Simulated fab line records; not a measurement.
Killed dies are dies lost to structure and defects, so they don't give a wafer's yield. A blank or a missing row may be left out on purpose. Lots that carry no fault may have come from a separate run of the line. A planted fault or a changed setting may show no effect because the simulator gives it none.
Split-lot trial || flow rit cmos || on a route of 202 steps: 5 lots, 23 wafers read

== ON THE SPLIT ==
At RIT_PLDD_IMPLANT_08, the setting energy kev was moved away from the recipe's 20 on 6 of the 23 wafers read, by -1.6% to +3.1%. This setting was run at the recipe's value on the other wafers.

The split's own step is where the reading is taken.

== THE READING ==
The simulator's own value implant.drp nm, read by no gauge, in nm at RIT_PLDD_IMPLANT_08. There is no usual value for it anywhere in the file.

{"wafer": "L079.1", "tool, chamber at the split": "implanter-01, 0", "energy kev as run": 20, "against the recipe": "recipe", "implant.drp nm, nm": 9.752, "against lot-mates on the recipe": "-"}
{"wafer": "L079.3", "tool, chamber at the split": "implanter-01, 0", "energy kev as run": 20, "against the recipe": "recipe", "implant.drp nm, nm": 9.752, "against lot-mates on the recipe": "-"}
{"wafer": "L079.4", "tool, chamber at the split": "implanter-01, 0", "energy kev as run": 20.62, "against the recipe": "+3.1%", "implant.drp nm, nm": 9.963, "against lot-mates on the recipe": "+0.211"}
{"wafer": "L079.5", "tool, chamber at the split": "implanter-01, 0", "energy kev as run": 20.62, "against the recipe": "+3.1%", "implant.drp nm, nm": 9.963, "against lot-mates on the recipe": "+0.211"}
{"wafer": "L079.6", "tool, chamber at the split": "implanter-01, 0", "energy kev as run": 20.62, "against the recipe": "+3.1%", "implant.drp nm, nm": 9.963, "against lot-mates on the recipe": "+0.211"}
{"wafer": "L081.1", "tool, chamber at the split": "implanter-01, 0", "energy kev as run": 20, "against the recipe": "recipe", "implant.drp nm, nm": 9.752, "against lot-mates on the recipe": "-"}
{"wafer": "L081.5", "tool, chamber at the split": "implanter-01, 0", "energy kev as run": 20, "against the recipe": "recipe", "implant.drp nm, nm": 9.752, "against lot-mates on the recipe": "-"}
{"wafer": "L081.2", "tool, chamber at the split": "implanter-01, 0", "energy kev as run": 19.68, "against the recipe": "-1.6%", "implant.drp nm, nm": 9.642, "against lot-mates on the recipe": -0.110}
{"wafer": "L081.3", "tool, chamber at the split": "implanter-01, 0", "energy kev as run": 19.68, "against the recipe": "-1.6%", "implant.drp nm, nm": 9.642, "against lot-mates on the recipe": -0.110}
{"wafer": "L081.4", "tool, chamber at the split": "implanter-01, 0", "energy kev as run": 19.68, "against the recipe": "-1.6%", "implant.drp nm, nm": 9.642, "against lot-mates on the recipe": -0.110}
{"wafer": "L082.1", "tool, chamber at the split": "implanter-03, 0", "energy kev as run": 20, "against the recipe": "recipe", "implant.drp nm, nm": 9.752, "against lot-mates on the recipe": "-"}
{"wafer": "L082.2", "tool, chamber at the split": "implanter-03, 0", "energy kev as run": 20, "against the recipe": "recipe", "implant.drp nm, nm": 9.752, "against lot-mates on the recipe": "-"}
{"wafer": "L082.3", "tool, chamber at the split": "implanter-03, 0", "energy kev as run": 20, "against the recipe": "recipe", "implant.drp nm, nm": 9.752, "against lot-mates on the recipe": "-"}
{"wafer": "L082.5", "tool, chamber at the split": "implanter-03, 0", "energy kev as run": 20, "against the recipe": "recipe", "implant.drp nm, nm": 9.752, "against lot-mates on the recipe": "-"}
{"wafer": "L082.6", "tool, chamber at the split": "implanter-03, 0", "energy kev as run": 20, "against the recipe": "recipe", "implant.drp nm, nm": 9.752, "against lot-mates on the recipe": "-"}
{"wafer": "L084.3", "tool, chamber at the split": "implanter-03, 0", "energy kev as run": 20, "against the recipe": "recipe", "implant.drp nm, nm": 9.752, "against lot-mates on the recipe": "-"}
{"wafer": "L084.4", "tool, chamber at the split": "implanter-03, 0", "energy kev as run": 20, "against the recipe": "recipe", "implant.drp nm, nm": 9.752, "against lot-mates on the recipe": "-"}
{"wafer": "L084.6", "tool, chamber at the split": "implanter-03, 0", "energy kev as run": 20, "against the recipe": "recipe", "implant.drp nm, nm": 9.752, "against lot-mates on the recipe": "-"}
{"wafer": "L085.1", "tool, chamber at the split": "implanter-02, 0", "energy kev as run": 20, "against the recipe": "recipe", "implant.drp nm, nm": 9.752, "against lot-mates on the recipe": "-"}
{"wafer": "L085.2", "tool, chamber at the split": "implanter-02, 0", "energy kev as run": 20, "against the recipe": "recipe", "implant.drp nm, nm": 9.752, "against lot-mates on the recipe": "-"}
{"wafer": "L085.3", "tool, chamber at the split": "implanter-02, 0", "energy kev as run": 20, "against the recipe": "recipe", "implant.drp nm, nm": 9.752, "against lot-mates on the recipe": "-"}
{"wafer": "L085.4", "tool, chamber at the split": "implanter-02, 0", "energy kev as run": 20, "against the recipe": "recipe", "implant.drp nm, nm": 9.752, "against lot-mates on the recipe": "-"}
{"wafer": "L085.6", "tool, chamber at the split": "implanter-02, 0", "energy kev as run": 20, "against the recipe": "recipe", "implant.drp nm, nm": 9.752, "against lot-mates on the recipe": "-"}

FIT RESULTS
A straight line over all 23 wafers: implant.drp nm changes by +0.0682 nm for each +1% of energy kev; r = +1.00; the points scatter about the line by 0.00032 nm.
The same after taking each lot's own level away (the mean of its wafers on the recipe; 23 wafers): +0.0682 nm for each +1%; r = +1.00; scatter 0.00032 nm.
The reading moves by 0.21 nm for the largest change in energy kev, on that fit.
The lots' own levels span 9.7520 to 9.7520 nm.
Hence the lot-to-lot level has little effect on the slope; both slopes agree.
Check: for one of the wafers moved furthest among these (+3.1%), held out of the fit, the line's prediction against its lot-mates is +0.211 nm. Against them it came out at +0.211 nm.

== FURTHER SPLITS ON THESE WAFERS ==
Before the reading, these wafers also passed through other splits. Each is held against what the fit with the lots' levels taken away leaves over:
{"other split on the same wafers": "RIT_ACTIVE_ETCH_13 rf w", "wafers away from the commonest value": 7, "r with implant.drp nm (lot level and that fit taken away)": "+0.31"}
{"other split on the same wafers": "RIT_NWELL_COAT_01 spin rpm", "wafers away from the commonest value": 8, "r with implant.drp nm (lot level and that fit taken away)": -0.28}
{"other split on the same wafers": "RIT_NRETRO_COAT_01 spin rpm", "wafers away from the commonest value": 6, "r with implant.drp nm (lot level and that fit taken away)": "+0.57"}
{"other split on the same wafers": "RIT_NRETRO_IMPLANT_08 dose cm2", "wafers away from the commonest value": 7, "r with implant.drp nm (lot level and that fit taken away)": "+0.36"}
{"other split on the same wafers": "RIT_PRETRO_SOFTBAKE_02 temp c", "wafers away from the commonest value": 9, "r with implant.drp nm (lot level and that fit taken away)": -0.10}
{"other split on the same wafers": "RIT_GATE_OXIDATION_05 ox time s", "wafers away from the commonest value": 15, "r with implant.drp nm (lot level and that fit taken away)": "+0.63"}
{"other split on the same wafers": "RIT_REOX_OXIDATION_03 ox time s", "wafers away from the commonest value": 10, "r with implant.drp nm (lot level and that fit taken away)": "+0.66"}
{"other split on the same wafers": "RIT_PLDD_SOFTBAKE_02 temp c", "wafers away from the commonest value": 8, "r with implant.drp nm (lot level and that fit taken away)": "+0.07"}

== FILE'S OWN FIT ==
implant.drp nm changes by +0.0683 nm for each +1% of energy kev, r = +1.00.
